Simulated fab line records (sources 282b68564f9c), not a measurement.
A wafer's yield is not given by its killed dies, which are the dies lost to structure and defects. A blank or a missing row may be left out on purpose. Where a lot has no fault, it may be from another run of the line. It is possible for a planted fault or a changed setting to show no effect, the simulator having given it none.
fab line records	flow ritCmos
[record] lots = 14	wafers = 42	lastDay = 7
route steps=202 shown PRETRO@72
lots untouched by any fault: they come from a run of this same line in which no faults occurred
startH: the number of hours between the record's first day and the start of the first shown wafer of the lot	waitH: time in hours since the lot's previous step	" repeats the value in the row above	L1.1+2: a single row standing in for several wafers	- value missing, or start not given	* or withheld: withheld	< > ~ a bound
route shown NAME@n: NAME is a module with steps in the file, n the number in the route of the first one	usual: the fault-free wafers' mean and standard deviation	same: alike in all rows	chamber/n: place in a boat	sites: per-site readings	_std_site: the standard deviation of these	_edge_site: outer sites' mean less inner sites'	radiusMm: for every site, how far away it sits from the centre of the wafer	mask NAME#n: copy n	behind: the most recent tool/chamber to have shaped the wafer	hold: cause of the lot's hold/its duration in hours/its outcome	device: transistor that didn't switch, given as n, p or np	end of line: the same wafers' tests at the end of the route	a step with no rows: only its recipe	killed: dies lost to structure and defects at the first sort, not the wafer's yield	map: a wafer's dies, marking killed ones x, the rest . and places with no die _
set.NAME: the setting the step ran with; set.NAME@STEP: the setting that earlier step ran with	model.NAME: the simulator's own value behind a step, which no gauge read
route steps across a sampled set of lots; one table per step, one row per wafer
services: a tool's chamber out of use, with start hour (startH, from the record's first day; less than 0 if before it), hours out, and reason
[[steps]]
[step RIT_PRETRO_IMPLANT_08]
[recipe] species = B	energyKev = 45	doseCm2 = 1.2e+13	tiltDeg = 7
[usual] beamOnS = 10.03/0.19	doseIonsCm2 = 1.1996e+13/1.3e+10	faradayCurrentUA = 37.9/0.74
lot.wafer	tool	chamber	startH	waitH	beamOnS	doseIonsCm2	faradayCurrentUA
L140.3	implanter-04	0	31.94	0.2	10.00	1.1982e+13	38.1
L140.4	"	0	"	"	9.99	1.1986e+13	38.2
L140.5	"	0	"	"	9.98	1.1997e+13	38.1
L141.2	implanter-03	0	36.99	0.2	10.47	1.1996e+13	36.6
L141.3	"	0	"	"	10.29	1.2007e+13	37.0
L141.4	"	0	"	"	9.77	1.1987e+13	39.1
L142.2	implanter-03	0	42.02	0.2	10.08	1.1977e+13	37.9
L142.3	"	0	"	"	10.18	1.2002e+13	37.4
L142.4	"	0	"	"	10.04	1.1973e+13	37.9
L144.1	implanter-01	0	51.06	0.2	9.92	1.2007e+13	38.4
L144.3	"	0	"	"	10.03	1.1999e+13	38.0
L144.6	"	0	"	"	9.70	1.1977e+13	39.3
L145.1	implanter-04	0	57.37	0.2	10.03	1.2013e+13	37.9
L145.3	"	0	"	"	10.11	1.1953e+13	37.9
L145.6	"	0	"	"	10.11	1.2006e+13	37.7
L146.1	implanter-04	0	61.42	0.2	10.17	1.2002e+13	37.4
L146.3	"	0	"	"	10.33	1.1991e+13	36.9
L146.6	"	0	"	"	10.14	1.1987e+13	37.6
L152.1	implanter-04	0	91.02	0.2	10.08	1.0549e+13	33.2
L152.3	"	0	"	"	10.07	1.0554e+13	33.4
L152.6	"	0	"	"	10.09	1.0542e+13	33.3
L153.3	implanter-01	0	95.87	0.2	10.30	1.2e+13	37.0
L153.4	"	0	"	"	9.95	1.1996e+13	38.4
L153.5	"	0	"	"	10.16	1.2e+13	37.4
L156.4	implanter-04	0	113.15	0.2	9.78	1.0583e+13	34.2
L156.5	"	0	"	"	10.09	1.0569e+13	33.1
L156.6	"	0	"	"	10.16	1.0539e+13	32.8
L157.1	implanter-01	0	116.67	0.2	10.03	1.2015e+13	38.0
L157.2	"	0	"	"	9.92	1.2002e+13	38.4
L157.5	"	0	"	"	10.12	1.1998e+13	37.7
L158.1	implanter-03	0	121.04	0.2	10.31	1.1987e+13	36.9
L158.4	"	0	"	"	10.38	1.2005e+13	36.7
L158.6	"	0	"	"	10.23	1.1995e+13	37.2
L159.3	implanter-01	0	127.63	0.2	10.28	1.2013e+13	37.0
L159.4	"	0	"	"	10.04	1.1994e+13	37.9
L159.5	"	0	"	"	10.13	1.2008e+13	37.5
L162.1	implanter-03	0	140.79	0.2	10.25	1.2013e+13	37.0
L162.4	"	0	"	"	9.94	1.2002e+13	38.4
L162.5	"	0	"	"	9.86	1.1998e+13	38.7
L163.2	implanter-03	0	146.03	0.2	9.78	1.2007e+13	38.8
L163.3	"	0	"	"	10.26	1.202e+13	37.1
L163.5	"	0	"	"	9.96	1.2001e+13	38.3
[step RIT_PRETRO_TW_MEAS_10]
[usual] PRETRO_TW = 476.1/2.7
lot.wafer	tool	chamber	startH	waitH	PRETRO_TW
L140.3	filmMetro-02	-	32.23	0.1	477.1
L140.4	"	-	"	"	478.7
L140.5	"	-	"	"	476.6
L141.2	filmMetro-01	-	37.30	0.1	471.1
L141.3	"	-	"	"	472.1
L141.4	"	-	"	"	472.2
L142.2	filmMetro-02	-	42.33	0.1	477.9
L142.3	"	-	"	"	479.6
L142.4	"	-	"	"	476.6
L144.1	filmMetro-02	-	51.39	0.1	477.1
L144.3	"	-	"	"	478.4
L144.6	"	-	"	"	473.7
L145.1	filmMetro-02	-	57.70	0.1	475.4
L145.3	"	-	"	"	477.1
L145.6	"	-	"	"	479.7
L146.1	filmMetro-04	-	61.75	0.1	480.2
L146.3	"	-	"	"	481.8
L146.6	"	-	"	"	482.4
L152.1	filmMetro-04	-	91.35	0.1	457.3
L152.3	"	-	"	"	458.7
L152.6	"	-	"	"	460.4
L153.3	filmMetro-04	-	96.17	0.1	478.1
L153.4	"	-	"	"	476.9
L153.5	"	-	"	"	478.7
L156.4	filmMetro-01	-	113.43	0.1	458.7
L156.5	"	-	"	"	458.3
L156.6	"	-	"	"	456.6
L157.1	filmMetro-04	-	117.00	0.1	481.0
L157.2	"	-	"	"	479.3
L157.5	"	-	"	"	478.1
L158.1	filmMetro-01	-	121.37	0.1	473.6
L158.4	"	-	"	"	473.1
L158.6	"	-	"	"	473.6
L159.3	filmMetro-04	-	127.93	0.1	476.3
L159.4	"	-	"	"	475.3
L159.5	"	-	"	"	474.2
L162.1	filmMetro-01	-	141.12	0.1	475.8
L162.4	"	-	"	"	472.1
L162.5	"	-	"	"	473.5
L163.2	filmMetro-01	-	146.34	0.1	473.7
L163.3	"	-	"	"	472.1
L163.5	"	-	"	"	471.1
[[services]]
tool	chamber	startH	hours	kind
implanter-04	-	19.78	6.1	repair
implanter-03	-	125.97	4.0	repair
implanter-01	-	138.64	5.4	pm
implanter-01	-	144.06	4.8	pm
[[key]]
[firstSign] step = RIT_PRETRO_IMPLANT_08	reading = doseIonsCm2	direction = down	sigmas = 99+	usual = 1.1996e+13	struck = 1.0556e+13
[effect] step = RIT_PRETRO_IMPLANT_08	reading = faradayCurrentUA	direction = down	sigmas = 6.2	usual = 37.9	struck = 33.3
[effect] step = RIT_PRETRO_TW_MEAS_10	reading = PRETRO_TW	direction = down	sigmas = 6.6	usual = 476.1	struck = 458.3
metAt RIT_PRETRO_IMPLANT_08
struckLots L152,L156
testerLeftOut L152,L156
onsetBetween 61.42 91.02
[fault] kind = processParameterDrift	tool = implanter-04	chamber = -	onsetH = 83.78	steps = RIT_PRETRO_IMPLANT_08	channel = doseCm2	offset = -1.44e+12	shape = step	endH = 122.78	actsIn = theseRecipesOnly	stated = 1.2e+13
// testerLeftOut: of these lots the tester's yield and bins aren't shown, on N5 and GAA mostly nor the transistor test; their killed dies are dies lost to structure and defects alone, not to doping, threshold or leakage, so they don't give the yield
